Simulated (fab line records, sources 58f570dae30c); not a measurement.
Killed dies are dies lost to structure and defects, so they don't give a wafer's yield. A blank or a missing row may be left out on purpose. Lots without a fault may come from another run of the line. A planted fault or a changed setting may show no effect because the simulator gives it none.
Chamber matching | flow berkeley_cmos170 | UCB170_ACTIVE_CLEAN_00 on wet_bench-02: 4 sister chambers
The step cleans in SPM, time 600 s. 20 wafers are shown with their chamber, then 10 later ones without.

WAFERS WITH THEIR CHAMBER
wafer  | chamber | bath_heat_duty_pct (%) | bath_guard_temp_C (C)
L296.3 | 3       | 13.6                   | 120.1
L296.5 | 3       | 13.1                   | 120.8
L296.6 | 3       | 14.6                   | 120.4
L297.2 | 1       | 11.9                   | 120.0
L297.3 | 1       | 11.7                   | 120.0
L297.6 | 1       | 11.3                   | 120.8
L298.4 | 2       | 15.7                   | 120.3
L298.5 | 2       | 16.3                   | 119.8
L298.6 | 2       | 18.1                   | 119.9
L299.3 | 1       | 11.9                   | 120.2
L299.5 | 1       | 11.3                   | 119.9
L299.6 | 1       | 11.3                   | 120.5
L300.1 | 0       | 13.4                   | 120.7
L300.2 | 0       | 13.6                   | 120.9
L300.5 | 0       | 13.8                   | 120.9
L303.1 | 1       | 12.4                   | 120.4
L303.3 | 1       | 11.0                   | 120.2
L303.6 | 1       | 12.0                   | 120.1
L304.4 | 0       | 14.2                   | 120.7
L304.5 | 0       | 14.9                   | 121.0

SIGNATURES (means of the wafers above)
reading            | chamber 0 | chamber 1 | chamber 2 | chamber 3 | scatter within a chamber
bath_heat_duty_pct | 13.980    | 11.644    | 16.700    | 13.767    | 0.675
bath_guard_temp_C  | 120.840   | 120.233   | 120.000   | 120.433   | 0.264
Rule: a wafer's distance from a chamber is the root of the sum, over the readings, of the square of ((its reading less the chamber's mean) divided by the reading's scatter). The wafer belongs to the nearest chamber; if the next one is less than 2 further off, it can't be placed. The scatter: the root of (the sum of the squares of (reading less its chamber's mean) over the shown wafers, divided by (wafers less chambers)).

WAFERS WITHOUT THEIR CHAMBER
wafer  | bath_heat_duty_pct (%) | bath_guard_temp_C (C)
L304.6 | 15.1                   | 121.0
L312.3 | 12.9                   | 120.3
L312.5 | 15.6                   | 120.4
L312.6 | 12.8                   | 120.2
L317.1 | 13.4                   | 120.4
L317.5 | 14.5                   | 120.7
L317.6 | 13.7                   | 120.8
L318.1 | 15.9                   | 119.7
L318.2 | 17.0                   | 119.9
L318.4 | 15.6                   | 119.6

WHICH CHAMBER EACH WENT THROUGH
wafer  | from the rows above          | in truth
L304.6 | can't be placed: 0 or 3      | 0
L312.3 | can't be placed: 3 or 1 or 0 | 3
L312.5 | can't be placed: 2 or 3 or 0 | 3
L312.6 | can't be placed: 3 or 1 or 0 | 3
L317.1 | can't be placed: 3 or 0      | 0
L317.5 | can't be placed: 0 or 3      | 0
L317.6 | can't be placed: 0 or 3      | 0
L318.1 | 2                            | 2
L318.2 | 2                            | 2
L318.4 | can't be placed: 2 or 3      | 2
Placed correctly: 2 of 10. Can't be placed from these rows: 8 (the true chamber is among the candidates in 8). Placed wrongly: 0.
